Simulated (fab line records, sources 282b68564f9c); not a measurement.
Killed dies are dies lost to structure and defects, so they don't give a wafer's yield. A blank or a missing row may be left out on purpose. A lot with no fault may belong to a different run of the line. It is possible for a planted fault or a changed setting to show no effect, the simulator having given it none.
Problem report in the 8D (eight disciplines) form, filled by code || flow ritCmos || the parts of the form that need people (team, actions taken, sign-off) are left out

## 1. THE ISSUE
Wafers without a fault read 148 s, standard deviation 3.2; runLengthS at RIT_SILICIDE_WET_ETCH_05 reads a mean of 104 s on 6 wafers belonging to 2 lots. Measured from the usual mean, that is -14 standard deviations.
The step: etches Ti in SPM, time 120 s.
The first sign was on wafer L404.2 at day 5 13:49, on wetBench-03. Wafers with a number at this step in the record: 42, from 14 lots. Rule for "out" (also "out of limits"): further than 4 standard deviations from the usual mean. The rest of the wafers with a number are treated as sound.

## 2. WHAT THIS IS AND IS NOT
{"question": "which readings at this step", "is": "runLengthS", "is not": "-"}
{"question": "which lots", "is": "L404, L405", "is not": "L392, L393, L394, L395, L396, L398, L407, L408, L409, L410, L411, L413"}
{"question": "which wafers of those lots", "is": "all that have a number", "is not": "-"}
{"question": "read on which tools", "is": "wetBench-03", "is not": "wetBench-01, wetBench-02"}
{"question": "when", "is": "from day 5 13:49", "is not": "up to then (18 sound wafers); but 18 sound wafers of L407, L408, L409, L410, L411, L413 came after"}

## 3. WHAT RULES OUT EACH SUSPECT
Counting: a tool at a process step up to the reading stays a suspect if it ran every lot that is out and no sound lot after the first of them.
- wetBench-03 at RIT_SILICIDE_WET_ETCH_05 (etches Ti in SPM, time 120 s): kept. Every lot that is out went through it, starting with L404 (day 5 13:49), and after that it ran no sound lot; the last sound lot it ran before then is L393 (day 3 08:59). Its own readings are out on those wafers: runLengthS.
The count leaves wetBench-03 at RIT_SILICIDE_WET_ETCH_05.

## 4. THE CAUSE (what the simulator had put in)
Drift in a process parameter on wetBench-03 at RIT_SILICIDE_WET_ETCH_05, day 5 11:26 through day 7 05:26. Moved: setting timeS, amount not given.
Only this tool survived the counting.

## 5. THE EFFECT CHAIN, in route order
Each row: a reading where the mean over the struck wafers with a number is more than 3 standard deviations away from the usual. Only readings for which the record gives a usual standard deviation are gone through. hours: the time from each lot's start at the first step in this table that gives one to its start at this step, as a median over the lots. sigmas: the change in usual standard deviations.
{"hours": 0, "step": "RIT_SILICIDE_WET_ETCH_05", "reading": "runLengthS", "usual": "148 s", "on struck wafers": 104, "change": -44, "sigmas": -14}
It contains these process steps:
- RIT_SILICIDE_WET_ETCH_05: etches Ti in SPM, time 120 s.

## 6. WHAT WOULD HAVE CAUGHT IT SOONER
In this record no reading fell out of limits until day 5 13:49, 2 hours after the fault had begun at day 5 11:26.
